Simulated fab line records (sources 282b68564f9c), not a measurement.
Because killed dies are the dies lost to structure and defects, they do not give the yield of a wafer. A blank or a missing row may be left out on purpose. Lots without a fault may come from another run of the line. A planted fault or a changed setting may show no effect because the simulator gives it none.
Which of the tools did it? / flow rit cmos / 14 lots with 42 wafers sampled at 2 steps, on a route of 202 steps

WHAT THE GAUGES SHOWED, per wafer
The record holds no reading of a measuring or inspecting step that can be judged against a usual standard deviation.

TOOL THAT RAN EACH LOT (tool first, then ch and the chambers of the sampled wafers, then the start)
lot=L945; RIT_PSD_DEVELOP_05=litho track-03 ch 0, day 3 05:00; RIT_M1_PROBE_99=prober-02, day 3 14:16
lot=L946; RIT_PSD_DEVELOP_05=litho track-01 ch 0, day 3 08:00; RIT_M1_PROBE_99=prober-01, day 3 17:31
lot=L947; RIT_PSD_DEVELOP_05=litho track-01 ch 0, day 3 12:00; RIT_M1_PROBE_99=prober-02, day 3 21:10
lot=L948; RIT_PSD_DEVELOP_05=litho track-04 ch 0, day 3 15:00; RIT_M1_PROBE_99=prober-01, day 4 00:28
lot=L949; RIT_PSD_DEVELOP_05=litho track-03 ch 0, day 3 22:00; RIT_M1_PROBE_99=prober-02, day 4 06:53
lot=L952; RIT_PSD_DEVELOP_05=litho track-01 ch 0, day 4 17:00; RIT_M1_PROBE_99=prober-02, day 5 02:25
lot=L956; RIT_PSD_DEVELOP_05=litho track-01 ch 0, day 5 13:00; RIT_M1_PROBE_99=prober-02, day 5 22:34
lot=L959; RIT_PSD_DEVELOP_05=litho track-03 ch 0, day 6 05:00; RIT_M1_PROBE_99=prober-01, day 6 14:07
lot=L960; RIT_PSD_DEVELOP_05=litho track-03 ch 0, day 6 05:00; RIT_M1_PROBE_99=prober-02, day 6 15:28
lot=L961; RIT_PSD_DEVELOP_05=litho track-03 ch 0, day 6 10:00; RIT_M1_PROBE_99=prober-01, day 6 19:27
lot=L962; RIT_PSD_DEVELOP_05=litho track-03 ch 0, day 6 20:00; RIT_M1_PROBE_99=prober-02, day 7 05:35
lot=L963; RIT_PSD_DEVELOP_05=litho track-03 ch 0, day 7 02:00; RIT_M1_PROBE_99=prober-02, day 7 11:38
lot=L966; RIT_PSD_DEVELOP_05=litho track-04 ch 0, day 7 21:00; RIT_M1_PROBE_99=prober-02, day 8 06:44
lot=L967; RIT_PSD_DEVELOP_05=litho track-03 ch 0, day 8 00:00; RIT_M1_PROBE_99=prober-02, day 8 10:17
- RIT_PSD_DEVELOP_05: develop time 50 s.
- RIT_M1_PROBE_99

WHAT THE TOOLS THEMSELVES READ (means of the sampled wafers that have a number; where no wafer has one, the mark that the record gives instead)
RIT_PSD_DEVELOP_05. Usual: 22.99 C for developer temp C, sd 0.12.
lot=L945; tool=litho track-03; developer temp C (C)=22.72; flag=
lot=L946; tool=litho track-01; developer temp C (C)=22.88; flag=
lot=L947; tool=litho track-01; developer temp C (C)=23.02; flag=
lot=L948; tool=litho track-04; developer temp C (C)=23.07; flag=
lot=L949; tool=litho track-03; developer temp C (C)=23.10; flag=
lot=L952; tool=litho track-01; developer temp C (C)=20.80; flag=OFF
lot=L956; tool=litho track-01; developer temp C (C)=20.80; flag=OFF
lot=L959; tool=litho track-03; developer temp C (C)=22.99; flag=
lot=L960; tool=litho track-03; developer temp C (C)=23.05; flag=
lot=L961; tool=litho track-03; developer temp C (C)=23.00; flag=
lot=L962; tool=litho track-03; developer temp C (C)=22.91; flag=
lot=L963; tool=litho track-03; developer temp C (C)=22.92; flag=
lot=L966; tool=litho track-04; developer temp C (C)=22.97; flag=
lot=L967; tool=litho track-03; developer temp C (C)=22.86; flag=

RIT_M1_PROBE_99. Usual: killed at contacts 0.1, standard deviation 0.28; killed at front end 7.0, standard deviation 2.9; killed dies 7.0, standard deviation 2.9; killed open 3.4, standard deviation 2.1; killed short 3.6, standard deviation 1.7.
lot=L945; tool=prober-02; killed at contacts=0.0; killed at front end=6.3; killed dies=6.3; killed open=2.3; killed short=4.0; flag=
lot=L946; tool=prober-01; killed at contacts=0.3; killed at front end=7.7; killed dies=8.0; killed open=3.0; killed short=5.0; flag=
lot=L947; tool=prober-02; killed at contacts=0.7; killed at front end=5.0; killed dies=5.7; killed open=2.3; killed short=3.3; flag=
lot=L948; tool=prober-01; killed at contacts=0.0; killed at front end=7.7; killed dies=7.7; killed open=4.3; killed short=3.3; flag=
lot=L949; tool=prober-02; killed at contacts=0.0; killed at front end=8.0; killed dies=8.0; killed open=4.0; killed short=4.0; flag=
lot=L952; tool=prober-02; killed at contacts=0.0; killed at front end=5.3; killed dies=5.3; killed open=1.7; killed short=3.7; flag=
lot=L956; tool=prober-02; killed at contacts=0.0; killed at front end=7.7; killed dies=7.7; killed open=2.7; killed short=5.0; flag=
lot=L959; tool=prober-01; killed at contacts=0.0; killed at front end=8.3; killed dies=8.3; killed open=4.3; killed short=4.0; flag=
lot=L960; tool=prober-02; killed at contacts=0.0; killed at front end=9.3; killed dies=9.3; killed open=5.3; killed short=4.0; flag=
lot=L961; tool=prober-01; killed at contacts=0.0; killed at front end=7.0; killed dies=7.0; killed open=4.3; killed short=2.7; flag=
lot=L962; tool=prober-02; killed at contacts=0.0; killed at front end=8.3; killed dies=8.3; killed open=4.0; killed short=4.3; flag=
lot=L963; tool=prober-02; killed at contacts=0.0; killed at front end=5.7; killed dies=5.7; killed open=2.0; killed short=3.7; flag=
lot=L966; tool=prober-02; killed at contacts=0.0; killed at front end=5.3; killed dies=5.3; killed open=3.7; killed short=1.7; flag=
lot=L967; tool=prober-02; killed at contacts=0.0; killed at front end=6.0; killed dies=6.0; killed open=2.7; killed short=3.3; flag=

THE ANSWER, worked out from the rows above alone
Rule: lot off if the mean of its wafers having a number is beyond 3 standard deviations from the usual mean. A lot without any number at a reading at which 4 lots or more have one is off too. The other lots that the step has rows for count as sound. After the gauges, taken in route order, come the tools' own readings; for these a lot's mean is taken, as printed above. At the first step where some lot is off, the reading lying furthest off is the one used; lots without a number count as furthest.
Off: L952, L956, at RIT_PSD_DEVELOP_05 (developer temp C).
A tool fits if, at that step or a process step before it, it ran every lot that is off, and no sound lot after the first of them. One candidate fits, namely litho track-01 at RIT_PSD_DEVELOP_05. A fault onset in the window from L947 (day 3 12:00, its last sound lot) to L952 (day 4 17:00, its first lot off) fits.
On the lots that are off, the tool's own readings at RIT_PSD_DEVELOP_05 differ by more than 5 times the standard deviation of the sound lots' means, which bears it out; developer temp C reads 20.80 C there versus 22.96 C on the sound lots.

WHAT THE SIMULATOR HAD INSERTED
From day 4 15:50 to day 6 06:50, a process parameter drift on litho track-01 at RIT_PSD_DEVELOP_05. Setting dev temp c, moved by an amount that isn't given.
Struck lots among those shown: L952, L956. Same finding as the rule above.
